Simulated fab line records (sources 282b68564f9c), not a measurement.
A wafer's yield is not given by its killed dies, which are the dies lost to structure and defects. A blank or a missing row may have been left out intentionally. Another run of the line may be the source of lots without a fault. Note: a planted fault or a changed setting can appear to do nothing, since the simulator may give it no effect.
Which tool did it? / flow rit_cmos / 14 lots, 42 wafers sampled, at 4 steps of a route of 202

## WHAT THE GAUGES READ, wafer by wafer
RIT_ACTIVE_THK_MEAS_02. Usual: ACTIVE_OXIDE_THK 46.6 nm, standard deviation 1.1.
lot=L608; measured=day 1 12:04; on=film_metro-01; ACTIVE_OXIDE_THK (nm)=44.4 45.0 45.5; flag=
lot=L609; measured=day 1 17:03; on=film_metro-01; ACTIVE_OXIDE_THK (nm)=45.9 45.4 44.9; flag=
lot=L611; measured=day 2 04:17; on=film_metro-04; ACTIVE_OXIDE_THK (nm)=45.0 45.1 45.4; flag=
lot=L612; measured=day 2 08:04; on=film_metro-03; ACTIVE_OXIDE_THK (nm)=45.2 45.1 45.6; flag=
lot=L614; measured=day 2 18:04; on=film_metro-03; ACTIVE_OXIDE_THK (nm)=46.7 46.7 47.0; flag=
lot=L615; measured=day 2 23:04; on=film_metro-03; ACTIVE_OXIDE_THK (nm)=48.2 47.6 47.4; flag=
lot=L616; measured=day 3 04:11; on=film_metro-04; ACTIVE_OXIDE_THK (nm)=59.2 59.6 59.9; flag=OFF
lot=L617; measured=day 3 09:04; on=film_metro-04; ACTIVE_OXIDE_THK (nm)=59.1 58.8 58.3; flag=OFF
lot=L623; measured=day 4 15:03; on=film_metro-04; ACTIVE_OXIDE_THK (nm)=45.5 45.7 46.7; flag=
lot=L624; measured=day 4 20:20; on=film_metro-01; ACTIVE_OXIDE_THK (nm)=47.5 46.1 47.0; flag=
lot=L625; measured=day 5 01:04; on=film_metro-04; ACTIVE_OXIDE_THK (nm)=46.2 46.5 46.5; flag=
lot=L626; measured=day 5 06:03; on=film_metro-04; ACTIVE_OXIDE_THK (nm)=47.3 48.0 47.4; flag=
lot=L628; measured=day 5 16:03; on=film_metro-04; ACTIVE_OXIDE_THK (nm)=46.2 45.8 46.9; flag=
lot=L630; measured=day 6 02:36; on=film_metro-04; ACTIVE_OXIDE_THK (nm)=44.8 45.2 45.6; flag=

RIT_FOX2_THK_MEAS_91. Usual: FIELD_OXIDE_LEFT_2_THK 254 nm, standard deviation 6.1.
lot=L608; measured=day 2 08:32; on=film_metro-02; FIELD_OXIDE_LEFT_2_THK (nm)=254 252 250; flag=
lot=L609; measured=day 2 13:58; on=film_metro-03; FIELD_OXIDE_LEFT_2_THK (nm)=257 257 254; flag=
lot=L611; measured=day 3 00:31; on=film_metro-01; FIELD_OXIDE_LEFT_2_THK (nm)=249 252 249; flag=
lot=L612; measured=day 3 04:45; on=film_metro-02; FIELD_OXIDE_LEFT_2_THK (nm)=255 263 254; flag=
lot=L614; measured=day 3 15:15; on=film_metro-02; FIELD_OXIDE_LEFT_2_THK (nm)=260 266 261; flag=
lot=L615; measured=day 3 19:36; on=film_metro-03; FIELD_OXIDE_LEFT_2_THK (nm)=252 249 244; flag=
lot=L616; measured=day 4 01:01; on=film_metro-03; FIELD_OXIDE_LEFT_2_THK (nm)=244 252 250; flag=
lot=L617; measured=day 4 04:46; on=film_metro-03; FIELD_OXIDE_LEFT_2_THK (nm)=258 265 262; flag=
lot=L623; measured=day 5 12:04; on=film_metro-02; FIELD_OXIDE_LEFT_2_THK (nm)=257 260 261; flag=
lot=L624; measured=day 5 16:59; on=film_metro-01; FIELD_OXIDE_LEFT_2_THK (nm)=249 251 246; flag=
lot=L625; measured=day 5 20:49; on=film_metro-02; FIELD_OXIDE_LEFT_2_THK (nm)=253 244 248; flag=
lot=L626; measured=day 6 01:31; on=film_metro-02; FIELD_OXIDE_LEFT_2_THK (nm)=249 249 251; flag=
lot=L628; measured=day 6 13:05; on=film_metro-02; FIELD_OXIDE_LEFT_2_THK (nm)=251 249 249; flag=
lot=L630; measured=day 6 22:40; on=film_metro-01; FIELD_OXIDE_LEFT_2_THK (nm)=257 255 260; flag=

RIT_NSD_OVL_MEAS_06. Usual: NSD_OVL -0.3 nm, standard deviation 1.2.
lot=L608; measured=day 3 00:32; on=overlay-02; NSD_OVL (nm)=1.1 0.5 1.1; flag=
lot=L609; measured=day 3 05:10; on=overlay-01; NSD_OVL (nm)=-3.0 -0.6 -0.6; flag=
lot=L611; measured=day 3 18:11; on=overlay-01; NSD_OVL (nm)=-0.4 0.8 1.0; flag=
lot=L612; measured=day 3 21:16; on=overlay-01; NSD_OVL (nm)=-2.6 -3.9 -1.2; flag=
lot=L614; measured=day 4 07:02; on=overlay-01; NSD_OVL (nm)=1.6 1.5 0.3; flag=
lot=L615; measured=day 4 11:06; on=overlay-02; NSD_OVL (nm)=-0.1 0.2 -0.2; flag=
lot=L616; measured=day 4 16:18; on=overlay-01; NSD_OVL (nm)=1.7 0.2 0.4; flag=
lot=L617; measured=day 4 20:47; on=overlay-01; NSD_OVL (nm)=-0.6 -0.8 -0.8; flag=
lot=L623; measured=day 6 02:41; on=overlay-01; NSD_OVL (nm)=0.6 -0.1 0.3; flag=
lot=L624; measured=day 6 07:06; on=overlay-01; NSD_OVL (nm)=-3.0 -2.1 -3.2; flag=
lot=L625; measured=day 6 11:40; on=overlay-01; NSD_OVL (nm)=-0.6 -0.8 0.7; flag=
lot=L626; measured=day 6 18:17; on=overlay-01; NSD_OVL (nm)=-0.7 -1.0 -1.9; flag=
lot=L628; measured=day 7 03:25; on=overlay-02; NSD_OVL (nm)=0.3 -0.7 0.8; flag=
lot=L630; measured=day 7 13:49; on=overlay-02; NSD_OVL (nm)=0.3 -0.7 -0.4; flag=

## WHICH TOOL RAN EACH LOT (tool, then ch and the chambers of the sampled wafers, then the start)
lot=L608; RIT_ACTIVE_OXIDATION_01=furnace-02 ch 0, day 1 10:07
lot=L609; RIT_ACTIVE_OXIDATION_01=furnace-02 ch 0, day 1 15:07
lot=L611; RIT_ACTIVE_OXIDATION_01=furnace-01 ch 0, day 2 02:21
lot=L612; RIT_ACTIVE_OXIDATION_01=furnace-01 ch 0, day 2 06:07
lot=L614; RIT_ACTIVE_OXIDATION_01=furnace-01 ch 0, day 2 16:07
lot=L615; RIT_ACTIVE_OXIDATION_01=furnace-01 ch 0, day 2 21:07
lot=L616; RIT_ACTIVE_OXIDATION_01=furnace-01 ch 0, day 3 02:14
lot=L617; RIT_ACTIVE_OXIDATION_01=furnace-01 ch 0, day 3 07:07
lot=L623; RIT_ACTIVE_OXIDATION_01=furnace-02 ch 0, day 4 13:07
lot=L624; RIT_ACTIVE_OXIDATION_01=furnace-03 ch 0, day 4 18:25
lot=L625; RIT_ACTIVE_OXIDATION_01=furnace-02 ch 0, day 4 23:07
lot=L626; RIT_ACTIVE_OXIDATION_01=furnace-03 ch 0, day 5 04:07
lot=L628; RIT_ACTIVE_OXIDATION_01=furnace-03 ch 0, day 5 14:07
lot=L630; RIT_ACTIVE_OXIDATION_01=furnace-02 ch 0, day 6 00:40
- RIT_ACTIVE_OXIDATION_01: target thk 46.8 nm, ox time 3360 s.

## WHAT THE TOOLS THEMSELVES READ (means of the sampled wafers that have a number; where no wafer has one, the mark that the record gives instead)
RIT_ACTIVE_OXIDATION_01. Usual: spike_tc_centre_C 1002.9 C, standard deviation 1.1; spike_tc_load_C 1023.6 C, standard deviation 2.5; spike_tc_source_C 1024.7 C, standard deviation 2; tube_center_temp_C 1000 C, standard deviation 0.091; tube_center_temp_C_max 1002.6, standard deviation 0.44; zone_power_source_pct 31.7 %, standard deviation 1.
lot=L608; tool=furnace-02; spike_tc_centre_C (C)=1002.1; spike_tc_load_C (C)=1022.8; spike_tc_source_C (C)=1022.7; tube_center_temp_C (C)=1000; tube_center_temp_C_max=1002.5; zone_power_source_pct (%)=31.0; flag=
lot=L609; tool=furnace-02; spike_tc_centre_C (C)=1002.0; spike_tc_load_C (C)=1023.2; spike_tc_source_C (C)=1022.7; tube_center_temp_C (C)=1000; tube_center_temp_C_max=1002.6; zone_power_source_pct (%)=31.1; flag=
lot=L611; tool=furnace-01; spike_tc_centre_C (C)=1003.9; spike_tc_load_C (C)=1026.6; spike_tc_source_C (C)=1026.4; tube_center_temp_C (C)=1000; tube_center_temp_C_max=1002.4; zone_power_source_pct (%)=32.7; flag=
lot=L612; tool=furnace-01; spike_tc_centre_C (C)=1002.6; spike_tc_load_C (C)=1026.4; spike_tc_source_C (C)=1026.4; tube_center_temp_C (C)=1000; tube_center_temp_C_max=1002.5; zone_power_source_pct (%)=33.0; flag=
lot=L614; tool=furnace-01; spike_tc_centre_C (C)=1002.0; spike_tc_load_C (C)=1026.7; spike_tc_source_C (C)=1026.4; tube_center_temp_C (C)=1000; tube_center_temp_C_max=1003.2; zone_power_source_pct (%)=32.7; flag=
lot=L615; tool=furnace-01; spike_tc_centre_C (C)=1002.5; spike_tc_load_C (C)=1026.7; spike_tc_source_C (C)=1025.7; tube_center_temp_C (C)=1000; tube_center_temp_C_max=1002.9; zone_power_source_pct (%)=32.5; flag=
lot=L616; tool=furnace-01; spike_tc_centre_C (C)=1028.1; spike_tc_load_C (C)=1051.0; spike_tc_source_C (C)=1053.7; tube_center_temp_C (C)=1025; tube_center_temp_C_max=1027.7; zone_power_source_pct (%)=34.4; flag=OFF
lot=L617; tool=furnace-01; spike_tc_centre_C (C)=1027.7; spike_tc_load_C (C)=1051.4; spike_tc_source_C (C)=1052.6; tube_center_temp_C (C)=1025; tube_center_temp_C_max=1027.5; zone_power_source_pct (%)=34.8; flag=OFF
lot=L623; tool=furnace-02; spike_tc_centre_C (C)=1003.3; spike_tc_load_C (C)=1022.5; spike_tc_source_C (C)=1023.2; tube_center_temp_C (C)=1000; tube_center_temp_C_max=1003.0; zone_power_source_pct (%)=31.6; flag=
lot=L624; tool=furnace-03; spike_tc_centre_C (C)=1003.1; spike_tc_load_C (C)=1019.7; spike_tc_source_C (C)=1023.5; tube_center_temp_C (C)=1000; tube_center_temp_C_max=1002.6; zone_power_source_pct (%)=30.0; flag=
lot=L625; tool=furnace-02; spike_tc_centre_C (C)=1002.3; spike_tc_load_C (C)=1022.8; spike_tc_source_C (C)=1022.4; tube_center_temp_C (C)=1000; tube_center_temp_C_max=1002.3; zone_power_source_pct (%)=31.7; flag=
lot=L626; tool=furnace-03; spike_tc_centre_C (C)=1003.8; spike_tc_load_C (C)=1020.6; spike_tc_source_C (C)=1023.1; tube_center_temp_C (C)=1000; tube_center_temp_C_max=1002.8; zone_power_source_pct (%)=29.9; flag=
lot=L628; tool=furnace-03; spike_tc_centre_C (C)=1003.8; spike_tc_load_C (C)=1021.2; spike_tc_source_C (C)=1022.7; tube_center_temp_C (C)=1000; tube_center_temp_C_max=1002.8; zone_power_source_pct (%)=30.2; flag=
lot=L630; tool=furnace-02; spike_tc_centre_C (C)=1002.5; spike_tc_load_C (C)=1023.5; spike_tc_source_C (C)=1022.6; tube_center_temp_C (C)=1000; tube_center_temp_C_max=1002.5; zone_power_source_pct (%)=31.7; flag=

## THE ANSWER, worked out from the rows above alone
Rule: take the mean of a lot's wafers that have a number; if it is more than 3 standard deviations from the usual mean, the lot is off. A lot without any number at a reading at which 4 lots or more have one is off too. Where the step has rows for the other lots, those lots are counted as sound. After the gauges, taken in route order, come the tools' own readings; for these a lot's mean is taken, as printed above. The first step at which some lot is off is used, and at that step the reading that is off furthest; a lot without a number counts as furthest.
Off: L616, L617, seen at RIT_ACTIVE_THK_MEAS_02 (ACTIVE_OXIDE_THK).
A tool fits if, at a process step before that reading, it ran every lot that is off, and no sound lot after the first of them. The gauges at RIT_ACTIVE_THK_MEAS_02 aren't tried: what is off there is off at RIT_ACTIVE_OXIDATION_01 too, on other tools, and a gauge's error can't cause that. One fits: furnace-01 at RIT_ACTIVE_OXIDATION_01. A fault onset in the window from L615 (day 2 21:07, its last sound lot) to L616 (day 3 02:14, its first lot off) fits.
The tool's own readings at RIT_ACTIVE_OXIDATION_01 bear it out: on the lots that are off they differ by more than 5 times the standard deviation of the sound lots' means. spike_tc_centre_C reads 1027.9 C there against 1002.8 C on the sound lots; spike_tc_load_C reads 1051.2 C there against 1023.6 C on the sound lots; spike_tc_source_C reads 1053.2 C there against 1024.0 C on the sound lots; tube_center_temp_C reads 1025 C there against 1000 C on the sound lots; tube_center_temp_C_max reads 1027.6 there against 1002.7 on the sound lots.

## WHAT THE SIMULATOR PUT IN
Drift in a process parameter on furnace-01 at RIT_ACTIVE_OXIDATION_01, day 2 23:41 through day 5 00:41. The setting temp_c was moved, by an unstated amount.
Lots struck among those shown: L616, L617. Same finding as the rule above.
